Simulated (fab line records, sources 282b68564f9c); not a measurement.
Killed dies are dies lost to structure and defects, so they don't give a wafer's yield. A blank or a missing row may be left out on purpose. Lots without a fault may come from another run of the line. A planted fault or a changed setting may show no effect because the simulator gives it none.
Which tool did it? | flow rit_cmos | 6 lots, 18 wafers sampled, at 2 steps of a route of 202

WHAT THE GAUGES READ, wafer by wafer
RIT_M1_RS_MEAS_01: measures by four-point-probe.
lot  | measured    | on            | M1_AL_RS (ohm/sq)
L678 | day 3 10:08 | film_metro-04 | 0.0741 0.0739 0.0743
L680 | day 3 20:42 | film_metro-02 | 0.0735 0.0730 0.0741
L682 | day 4 09:59 | film_metro-01 | 0.0744 0.0745 0.0739
L684 | day 4 16:44 | film_metro-02 | 0.0730 0.0727 0.0728
L692 | day 6 07:12 | film_metro-04 | 0.0782 0.0741 0.0785
L697 | day 7 10:07 | film_metro-04 | 0.0708 0.0713 0.0713

WHICH TOOL RAN EACH LOT (tool, then ch and the chambers of the sampled wafers, then the start)
lot  | RIT_M1_SPUTTER_00
L678 | pvd_sputter-01, day 3 09:48
L680 | pvd_sputter-01, day 3 20:25
L682 | pvd_sputter-01, day 4 09:40
L684 | pvd_sputter-03, day 4 16:26
L692 | pvd_sputter-03, day 6 06:52
L697 | pvd_sputter-01, day 7 09:47
- RIT_M1_SPUTTER_00: material Al, target thk 400 nm, time 500 s.

THE ANSWER, worked out from the rows above alone
Rule: what is usual is taken from the lots themselves. Put in order of their means at a reading, lots are off if they are a third of the lots or fewer, leave a main group of 4 or more, and stand apart from it by a gap of 3 or more times the standard deviation of the main group's means; of several such gaps the widest counts. A main group whose means are all the same, to the digits that the tables above print for the reading, isn't used. A lot without any number at a reading at which 4 lots or more have one is off too. The other lots that the step has rows for count as sound.
No lot is off at any reading shown: from this, nothing can be told.

WHAT THE SIMULATOR HAD PUT IN
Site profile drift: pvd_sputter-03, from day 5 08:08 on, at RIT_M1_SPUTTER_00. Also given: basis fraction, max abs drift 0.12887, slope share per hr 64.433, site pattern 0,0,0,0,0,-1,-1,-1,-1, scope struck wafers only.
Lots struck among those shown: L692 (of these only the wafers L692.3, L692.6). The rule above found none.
